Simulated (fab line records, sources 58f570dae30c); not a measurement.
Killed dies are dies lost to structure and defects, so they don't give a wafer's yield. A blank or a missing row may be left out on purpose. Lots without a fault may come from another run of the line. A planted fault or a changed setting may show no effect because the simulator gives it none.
Which tool did it? | flow berkeley_cmos170 | 15 lots, 45 wafers sampled, at 5 steps of a route of 331

WHAT THE GAUGES READ, wafer by wafer
UCB170_NVT_TW_MEAS_09. Usual: NVT_TW 528, standard deviation 4.9.
lot  | measured     | on            | NVT_TW      | flag
L105 | day 6 01:26  | film_metro-02 | 518 521 522 |
L107 | day 7 03:28  | film_metro-04 | 533 533 532 |
L109 | day 7 10:37  | film_metro-02 | 521 521 525 |
L108 | day 7 10:52  | film_metro-02 | 524 525 521 |
L110 | day 7 11:09  | film_metro-04 | 533 534 530 |
L119 | day 9 05:19  | film_metro-01 | 493 487 490 | OFF
L115 | day 9 06:04  | film_metro-01 | 488 492 493 | OFF
L120 | day 9 06:19  | film_metro-01 | 530 530 530 |
L116 | day 9 06:22  | film_metro-02 | 478 480 476 | OFF
L122 | day 9 20:45  | film_metro-04 | 529 529 530 |
L121 | day 9 21:16  | film_metro-01 | 530 527 530 |
L124 | day 10 07:37 | film_metro-01 | 532 527 529 |
L125 | day 10 19:01 | film_metro-04 | 529 530 528 |
L127 | day 11 05:37 | film_metro-01 | 529 527 528 |
L128 | day 11 06:07 | film_metro-04 | 535 532 533 |

UCB170_PLDD_OVL_MEAS_07. Usual: PLDD_OVL -1 nm, standard deviation 5.8.
lot  | measured     | on         | PLDD_OVL (nm) | flag
L105 | day 7 04:28  | overlay-01 | 8 -5 -4       |
L107 | day 7 22:03  | overlay-01 | -7 1 1        |
L109 | day 8 07:51  | overlay-01 | -5 -1 2       |
L108 | day 8 07:36  | overlay-02 | -6 -4 0       |
L110 | day 8 07:20  | overlay-02 | 3 3 2         |
L119 | day 10 00:07 | overlay-01 | -7 -1 -3      |
L115 | day 10 00:48 | overlay-02 | -3 5 4        |
L120 | day 10 01:54 | overlay-01 | -7 2 -2       |
L116 | day 10 01:18 | overlay-01 | -3 2 -2       |
L122 | day 10 20:55 | overlay-02 | 6 6 7         |
L121 | day 10 21:07 | overlay-02 | -6 -10 -3     |
L124 | day 11 07:53 | overlay-01 | 10 -2 8       |
L125 | day 11 16:14 | overlay-02 | -17 -11 -15   |
L127 | day 12 02:07 | overlay-02 | -4 -7 1       |
L128 | day 12 01:53 | overlay-01 | 6 -2 -2       |

UCB170_PSD_CD_MEAS_06: target cd 1200 nm. Usual: cd_nm 1199.9 nm, standard deviation 1.3.
lot  | measured     | on        | cd_nm (nm)           | flag
L105 | day 7 16:18  | cd_sem-02 | 1200.1 1199.6 1199.5 |
L107 | day 8 07:16  | cd_sem-02 | 1198.6 1201.7 1200.2 |
L109 | day 8 17:31  | cd_sem-02 | 1198.3 1199.0 1200.3 |
L108 | day 8 17:16  | cd_sem-02 | 1199.8 1199.6 1199.7 |
L110 | day 8 17:00  | cd_sem-02 | 1198.0 1199.7 1197.3 |
L119 | day 10 12:01 | cd_sem-02 | 1199.0 1197.6 1198.3 |
L115 | day 10 12:19 | cd_sem-02 | 1200.0 1201.3 1200.1 |
L120 | day 10 13:01 | cd_sem-01 | 1199.6 1198.8 1198.7 |
L116 | day 10 12:29 | cd_sem-02 | 1198.1 1199.6 1199.9 |
L122 | day 11 09:43 | cd_sem-02 | 1202.5 1201.7 1201.5 |
L121 | day 11 09:53 | cd_sem-02 | 1197.6 1200.6 1200.5 |
L124 | day 11 19:47 | cd_sem-01 | 1198.5 1200.0 1197.9 |
L125 | day 12 02:59 | cd_sem-02 | 1201.1 1201.3 1200.1 |
L127 | day 12 13:28 | cd_sem-02 | 1201.5 1201.6 1201.1 |
L128 | day 12 13:12 | cd_sem-01 | 1199.7 1202.3 1198.7 |

WHICH TOOL RAN EACH LOT (tool, then ch and the chambers of the sampled wafers, then the start)
lot  | UCB170_NVT_IMPLANT_07           | UCB170_PLDD_STRIP_10
L105 | implanter-02 ch 0, day 6 01:12  | plasma_asher-04 ch 0,1, day 7 04:48
L107 | implanter-02 ch 0, day 7 03:13  | plasma_asher-02 ch 1, day 7 22:23
L109 | implanter-01 ch 0, day 7 10:22  | plasma_asher-02 ch 0,1, day 8 08:11
L108 | implanter-04 ch 0, day 7 10:37  | plasma_asher-04 ch 0,1, day 8 07:56
L110 | implanter-02 ch 0, day 7 10:54  | plasma_asher-01 ch 0,1, day 8 07:40
L119 | implanter-04 ch 0, day 9 05:04  | plasma_asher-04 ch 0,1, day 10 00:27
L115 | implanter-04 ch 0, day 9 05:49  | plasma_asher-02 ch 0,1, day 10 01:08
L120 | implanter-02 ch 0, day 9 06:04  | plasma_asher-02 ch 0,1, day 10 02:20
L116 | implanter-04 ch 0, day 9 06:08  | plasma_asher-01 ch 0,1, day 10 01:38
L122 | implanter-02 ch 0, day 9 20:32  | plasma_asher-02 ch 0,1, day 10 21:16
L121 | implanter-01 ch 0, day 9 20:43  | plasma_asher-04 ch 0,1, day 10 21:27
L124 | implanter-02 ch 0, day 10 07:23 | plasma_asher-02 ch 0,1, day 11 08:13
L125 | implanter-02 ch 0, day 10 18:47 | plasma_asher-01 ch 0,1, day 11 16:36
L127 | implanter-02 ch 0, day 11 05:23 | plasma_asher-02 ch 0,1, day 12 02:27
L128 | implanter-01 ch 0, day 11 05:52 | plasma_asher-04 ch 0,1, day 12 02:13
- UCB170_NVT_IMPLANT_07
- UCB170_PLDD_STRIP_10: strips in O2.

WHAT THE TOOLS THEMSELVES READ (means of the sampled wafers that have a number; where no wafer has one, the mark that the record gives instead)
UCB170_NVT_IMPLANT_07. Usual: dose_ions_cm2 3e+12, standard deviation 3.2e+09; faraday_current_uA 9.53, standard deviation 0.18.
lot  | tool         | dose_ions_cm2 | faraday_current_uA | flag
L105 | implanter-02 | 3e+12         | 9.48               |
L107 | implanter-02 | 3e+12         | 9.70               |
L109 | implanter-01 | 3e+12         | 9.64               |
L108 | implanter-04 | 3e+12         | 9.50               |
L110 | implanter-02 | 3e+12         | 9.52               |
L119 | implanter-04 | 2e+12         | 7.50               | OFF
L115 | implanter-04 | 2e+12         | 7.33               | OFF
L120 | implanter-02 | 3e+12         | 9.50               |
L116 | implanter-04 | 2e+12         | 7.35               | OFF
L122 | implanter-02 | 3e+12         | 9.43               |
L121 | implanter-01 | 3e+12         | 9.60               |
L124 | implanter-02 | 3e+12         | 9.44               |
L125 | implanter-02 | 3e+12         | 9.64               |
L127 | implanter-02 | 3e+12         | 9.50               |
L128 | implanter-01 | 3e+12         | 9.60               |

UCB170_PLDD_STRIP_10. Usual: drypump_motor_current_A 5.9 A, standard deviation 0.44; oes_product_au 0.735 a.u., standard deviation 0.005; strip_time_to_endpoint_s 21.61 s, standard deviation 0.053.
lot  | tool            | drypump_motor_current_A (A) | oes_product_au (a.u.) | strip_time_to_endpoint_s (s) | flag
L105 | plasma_asher-04 | 5.7                         | 0.737                 | 21.62                        |
L107 | plasma_asher-02 | 5.8                         | 0.739                 | 21.57                        |
L109 | plasma_asher-02 | 6.0                         | 0.728                 | 21.68                        |
L108 | plasma_asher-04 | 5.7                         | 0.736                 | 21.57                        |
L110 | plasma_asher-01 | 6.0                         | 0.736                 | 21.57                        |
L119 | plasma_asher-04 | 5.7                         | 0.736                 | 21.59                        |
L115 | plasma_asher-02 | 6.3                         | 0.736                 | 21.61                        |
L120 | plasma_asher-02 | 6.0                         | 0.729                 | 21.58                        |
L116 | plasma_asher-01 | 6.1                         | 0.736                 | 21.60                        |
L122 | plasma_asher-02 | 6.0                         | 0.734                 | 21.66                        |
L121 | plasma_asher-04 | 5.7                         | 0.731                 | 21.70                        |
L124 | plasma_asher-02 | 6.0                         | 0.738                 | 21.58                        |
L125 | plasma_asher-01 | 5.7                         | 0.736                 | 21.58                        |
L127 | plasma_asher-02 | 6.0                         | 0.739                 | 21.66                        |
L128 | plasma_asher-04 | 5.8                         | 0.732                 | 21.61                        |

THE ANSWER, worked out from the rows above alone
Rule: a lot is off if the mean of its wafers that have a number lies more than 3 standard deviations from the usual mean. A lot without any number at a reading at which 4 lots or more have one is off too. The other lots that the step has rows for count as sound. The gauges are gone through in route order, then the tools' own readings, and for those a lot's mean is taken as printed above. The first step at which some lot is off is used, and at that step the reading that is off furthest; a lot without a number counts as furthest.
Off: L119, L115, L116, at UCB170_NVT_TW_MEAS_09 (NVT_TW).
A tool fits if, at a process step before that reading, it ran every lot that is off, and no sound lot after the first of them. The gauges at UCB170_NVT_TW_MEAS_09 aren't tried: what is off there is off at UCB170_NVT_IMPLANT_07 too, on other tools, and a gauge's error can't cause that. One fits: implanter-04 at UCB170_NVT_IMPLANT_07. Its last sound lot is L108 (day 7 10:37), its first lot that is off L119 (day 9 05:04): a fault that began between those two fits.
The tool's own readings at UCB170_NVT_IMPLANT_07 bear it out: on the lots that are off they differ by more than 5 times the standard deviation of the sound lots' means. dose_ions_cm2 reads 2e+12 there against 3e+12 on the sound lots; faraday_current_uA reads 7.39 there against 9.55 on the sound lots.

WHAT THE SIMULATOR HAD PUT IN
Process parameter drift: implanter-04, from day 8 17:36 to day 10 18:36, at UCB170_NVT_IMPLANT_07. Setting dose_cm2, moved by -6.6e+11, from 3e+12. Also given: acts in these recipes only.
Lots struck among those shown: L119, L115, L116. The rule above found the same.
